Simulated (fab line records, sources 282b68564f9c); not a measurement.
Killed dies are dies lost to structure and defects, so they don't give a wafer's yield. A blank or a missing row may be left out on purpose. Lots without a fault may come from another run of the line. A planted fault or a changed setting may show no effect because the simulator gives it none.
Chamber matching | flow rit_cmos | RIT_SPACER_CLEAN_00 on wet_bench-01: 4 sister chambers
The step cleans in SC1, time 600 s. 8 wafers are shown with their chamber, then 7 later ones without.

WAFERS WITH THEIR CHAMBER
wafer  | chamber | bath_heat_duty_pct (%) | bath_guard_temp_C (C)
L238.3 | 2       | 17.8                   | 75.5
L238.6 | 2       | 16.7                   | 75.8
L243.5 | 1       | 15.6                   | 75.1
L243.6 | 1       | 16.0                   | 75.8
L245.3 | 0       | 13.4                   | 74.7
L245.5 | 0       | 13.0                   | 75.0
L247.1 | 3       | 14.0                   | 75.0
L247.2 | 3       | 13.9                   | 75.8

WAFERS WITHOUT THEIR CHAMBER
wafer  | bath_heat_duty_pct (%) | bath_guard_temp_C (C)
L247.5 | 13.9                   | 75.3
L251.3 | 15.9                   | 75.6
L251.4 | 16.3                   | 75.5
L251.5 | 16.8                   | 75.3
L259.2 | 14.6                   | 75.6
L259.4 | 14.8                   | 75.3
L259.6 | 14.2                   | 75.5

WHICH CHAMBER EACH WENT THROUGH
wafer  | from the rows above          | in truth
L247.5 | can't be placed: 3 or 0      | 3
L251.3 | 1                            | 1
L251.4 | can't be placed: 1 or 2      | 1
L251.5 | can't be placed: 2 or 1      | 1
L259.2 | can't be placed: 3 or 1      | 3
L259.4 | can't be placed: 3 or 1 or 0 | 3
L259.6 | 3                            | 3
Placed correctly: 2 of 7. Can't be placed from these rows: 5 (the true chamber is among the candidates in 5). Placed wrongly: 0.
How it was worked out, from the rows above alone: a wafer's distance from a chamber is the root of the sum, over the readings, of the square of ((its reading less the chamber's mean) divided by the reading's scatter). The wafer belongs to the nearest chamber; if the next one is less than 2 further off, it can't be placed. A chamber's mean is the mean of its shown wafers. The scatter: the root of (the sum of the squares of (reading less its chamber's mean) over the shown wafers, divided by (wafers less chambers)).
